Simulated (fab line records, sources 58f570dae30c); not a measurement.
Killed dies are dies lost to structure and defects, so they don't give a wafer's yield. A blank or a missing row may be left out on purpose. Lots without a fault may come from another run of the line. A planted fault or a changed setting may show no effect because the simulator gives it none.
Which tool did it? | flow berkeley_cmos170 | 15 lots, 45 wafers sampled, at 5 steps of a route of 331

WHAT THE GAUGES READ, wafer by wafer
UCB170_ACTIVE_CD_MEAS_13: target cd 1200 nm.
lot  | measured    | on        | cd_nm (nm)
L121 | day 4 12:23 | cd_sem-02 | 1201.1 1198.9 1199.3
L123 | day 5 02:12 | cd_sem-01 | 1200.3 1201.2 1202.1
L122 | day 5 02:43 | cd_sem-02 | 1201.7 1201.5 1201.3
L124 | day 5 02:47 | cd_sem-01 | 1200.0 1200.0 1200.6
L127 | day 6 00:48 | cd_sem-02 | 1200.0 1199.0 1198.5
L125 | day 6 01:16 | cd_sem-01 | 1201.8 1200.7 1199.4
L129 | day 6 10:03 | cd_sem-01 | 1198.0 1199.6 1196.9
L136 | day 7 05:13 | cd_sem-01 | 1199.8 1200.9 1201.6
L132 | day 7 05:28 | cd_sem-01 | 1200.2 1199.6 1200.5
L139 | day 8 04:52 | cd_sem-02 | 1198.2 1197.7 1199.8
L140 | day 8 04:59 | cd_sem-02 | 1200.9 1199.8 1201.2
L142 | day 8 16:49 | cd_sem-01 | 1198.8 1200.0 1200.0
L141 | day 8 17:04 | cd_sem-01 | 1201.0 1200.0 1201.9
L143 | day 8 17:25 | cd_sem-01 | 1200.6 1201.0 1201.3
L144 | day 9 02:08 | cd_sem-02 | 1201.6 1203.0 1201.7

UCB170_ACTIVE_OVL_MEAS_14.
lot  | measured    | on         | ACTIVE_OVL (nm)
L121 | day 4 12:30 | overlay-02 | -4 -2 -1
L123 | day 5 02:18 | overlay-02 | 9 3 -6
L122 | day 5 02:50 | overlay-01 | -3 -7 -4
L124 | day 5 02:55 | overlay-02 | -6 -7 -5
L127 | day 6 00:54 | overlay-02 | 7 0 3
L125 | day 6 01:23 | overlay-02 | 6 -4 -1
L129 | day 6 10:10 | overlay-01 | -1 0 4
L136 | day 7 05:19 | overlay-01 | -5 1 -5
L132 | day 7 05:34 | overlay-01 | -1 -3 5
L139 | day 8 04:59 | overlay-02 | -1 -1 -2
L140 | day 8 05:06 | overlay-01 | 0 3 6
L142 | day 8 16:56 | overlay-02 | 0 14 12
L141 | day 8 17:11 | overlay-01 | 0 0 0
L143 | day 8 17:32 | overlay-01 | 5 3 2
L144 | day 9 02:16 | overlay-01 | 4 3 -3

UCB170_ACTIVE_CD_MEAS_90: target cd 1200 nm.
lot  | measured    | on        | cd_nm (nm)
L121 | day 4 12:44 | cd_sem-02 | 1201.2 1198.6 1199.6
L123 | day 5 02:34 | cd_sem-01 | 1200.3 1200.7 1202.1
L122 | day 5 03:05 | cd_sem-01 | 1201.8 1201.6 1201.0
L124 | day 5 03:11 | cd_sem-01 | 1200.1 1200.4 1200.7
L127 | day 6 01:10 | cd_sem-02 | 1200.0 1198.6 1198.6
L125 | day 6 01:37 | cd_sem-02 | 1201.6 1200.7 1199.5
L129 | day 6 10:28 | cd_sem-01 | - - -
L136 | day 7 05:34 | cd_sem-01 | - - -
L132 | day 7 05:49 | cd_sem-01 | - - -
L139 | day 8 05:13 | cd_sem-02 | 1198.6 1197.7 1199.6
L140 | day 8 05:28 | cd_sem-02 | 1200.5 1200.1 1201.4
L142 | day 8 17:10 | cd_sem-01 | 1198.5 1200.2 1200.4
L141 | day 8 17:33 | cd_sem-01 | 1200.6 1199.5 1201.7
L143 | day 8 17:46 | cd_sem-01 | 1201.1 1200.9 1201.4
L144 | day 9 02:32 | cd_sem-02 | 1201.7 1202.8 1201.6

WHICH TOOL RAN EACH LOT (tool, then ch and the chambers of the sampled wafers, then the start)
lot  | UCB170_ACTIVE_ETCH_15             | UCB170_ACTIVE_STRIP_16
L121 | rie_diel-04 ch 0,1,2, day 4 12:32 | plasma_asher-04 ch 0,1, day 4 12:38
L123 | rie_diel-02 ch 0,1,3, day 5 02:19 | plasma_asher-04 ch 0,1, day 5 02:27
L122 | rie_diel-01 ch 2,3, day 5 02:52   | plasma_asher-04 ch 0,1, day 5 02:58
L124 | rie_diel-04 ch 0,1,3, day 5 02:57 | plasma_asher-01 ch 0, day 5 03:03
L127 | rie_diel-02 ch 1,2,3, day 6 00:56 | plasma_asher-04 ch 0,1, day 6 01:02
L125 | rie_diel-04 ch 1,2,3, day 6 01:25 | plasma_asher-01 ch 0, day 6 01:31
L129 | rie_diel-04 ch 2, day 6 10:13     | plasma_asher-01 ch 0, day 6 10:22
L136 | rie_diel-01 ch 0,1,2, day 7 05:21 | plasma_asher-04 ch 0,1, day 7 05:27
L132 | rie_diel-04 ch 0,1,3, day 7 05:35 | plasma_asher-04 ch 0,1, day 7 05:43
L139 | rie_diel-04 ch 0,2,3, day 8 05:01 | plasma_asher-02 ch 0,1, day 8 05:07
L140 | rie_diel-01 ch 0,1,3, day 8 05:08 | plasma_asher-04 ch 0,1, day 8 05:14
L142 | rie_diel-04 ch 0,2,3, day 8 16:58 | plasma_asher-01 ch 0,1, day 8 17:04
L141 | rie_diel-01 ch 0,1, day 8 17:13   | plasma_asher-02 ch 1, day 8 17:19
L143 | rie_diel-04 ch 0,1, day 8 17:34   | plasma_asher-01 ch 0,1, day 8 17:40
L144 | rie_diel-01 ch 0,3, day 9 02:17   | plasma_asher-02 ch 0,1, day 9 02:26
- UCB170_ACTIVE_ETCH_15: etches Si3N4 in CH3F/Ar/O2, stops on SiO2, target depth 242 nm, time 151 s.
- UCB170_ACTIVE_STRIP_16: strips in O2.

WHAT THE TOOLS THEMSELVES READ (means of the sampled wafers that have a number; where no wafer has one, the mark that the record gives instead)
UCB170_ACTIVE_ETCH_15.
lot  | tool        | CH3F_flow_sccm (sccm) | O2_flow_sccm (sccm) | drypump_motor_current_A (A) | oes_product_au (a.u.) | throttle_valve_pct (%)
L121 | rie_diel-04 | 20.03                 | 7.007               | 5.5                         | 0.952                 | 8.06
L123 | rie_diel-02 | 19.96                 | 6.993               | 5.8                         | 0.936                 | 7.92
L122 | rie_diel-01 | 20.02                 | 6.997               | 6.0                         | 0.923                 | 8.05
L124 | rie_diel-04 | 20.01                 | 7.000               | 5.6                         | 0.933                 | 8.15
L127 | rie_diel-02 | 19.99                 | 7.004               | 5.5                         | 0.942                 | 8.05
L125 | rie_diel-04 | 19.98                 | 7.011               | 5.6                         | 0.942                 | 8.15
L129 | rie_diel-04 | -                     | -                   | -                           | -                     | -
L136 | rie_diel-01 | -                     | -                   | -                           | -                     | -
L132 | rie_diel-04 | -                     | -                   | -                           | -                     | -
L139 | rie_diel-04 | 19.95                 | 6.989               | 5.2                         | 0.948                 | 8.16
L140 | rie_diel-01 | 20.02                 | 7.007               | 5.9                         | 0.943                 | 8.04
L142 | rie_diel-04 | 20.05                 | 6.997               | 5.2                         | 0.944                 | 8.15
L141 | rie_diel-01 | 20.01                 | 7.000               | 6.1                         | 0.939                 | 8.04
L143 | rie_diel-04 | 20.01                 | 6.996               | 5.5                         | 0.954                 | 8.07
L144 | rie_diel-01 | 19.97                 | 7.032               | 6.4                         | 0.924                 | 8.11

UCB170_ACTIVE_STRIP_16.
lot  | tool            | drypump_motor_current_A (A) | oes_product_au (a.u.) | strip_time_to_endpoint_s (s)
L121 | plasma_asher-04 | 6.1                         | 0.723                 | 18.04
L123 | plasma_asher-04 | 6.1                         | 0.720                 | 18.17
L122 | plasma_asher-04 | 6.1                         | 0.723                 | 18.08
L124 | plasma_asher-01 | 5.5                         | 0.722                 | 18.12
L127 | plasma_asher-04 | 6.2                         | 0.718                 | 18.17
L125 | plasma_asher-01 | 5.6                         | 0.726                 | 18.15
L129 | plasma_asher-01 | 5.5                         | 0.736                 | 21.56
L136 | plasma_asher-04 | 6.1                         | 0.734                 | 21.61
L132 | plasma_asher-04 | 6.1                         | 0.735                 | 21.65
L139 | plasma_asher-02 | 5.4                         | 0.724                 | 18.07
L140 | plasma_asher-04 | 6.1                         | 0.724                 | 18.22
L142 | plasma_asher-01 | 5.6                         | 0.722                 | 18.15
L141 | plasma_asher-02 | 5.0                         | 0.719                 | 18.03
L143 | plasma_asher-01 | 5.8                         | 0.717                 | 18.25
L144 | plasma_asher-02 | 5.8                         | 0.719                 | 18.12

THE ANSWER, worked out from the rows above alone
Rule: what is usual is taken from the lots themselves. Put in order of their means at a reading, lots are off if they are a third of the lots or fewer, leave a main group of 4 or more, and stand apart from it by a gap of 3 or more times the standard deviation of the main group's means; of several such gaps the widest counts. A main group whose means are all the same, to the digits that the tables above print for the reading, isn't used. A lot without any number at a reading at which 4 lots or more have one is off too. The other lots that the step has rows for count as sound. The gauges are gone through in route order, then the tools' own readings, and for those a lot's mean is taken as printed above. The first step at which some lot is off is used, and at that step the reading that is off furthest; a lot without a number counts as furthest.
Off: L129, L136, L132, at UCB170_ACTIVE_CD_MEAS_90 (cd_nm). Without a number there: L129, L136, L132. The main group: mean 1200.4 nm, standard deviation 0.94.
A tool fits if, at a process step before that reading, it ran every lot that is off, and no sound lot after the first of them. The gauges at UCB170_ACTIVE_CD_MEAS_90 aren't tried: what is off there is off at UCB170_ACTIVE_ETCH_15 too, on other tools, and a gauge's error can't cause that. None of those tried fits.

WHAT THE SIMULATOR HAD PUT IN
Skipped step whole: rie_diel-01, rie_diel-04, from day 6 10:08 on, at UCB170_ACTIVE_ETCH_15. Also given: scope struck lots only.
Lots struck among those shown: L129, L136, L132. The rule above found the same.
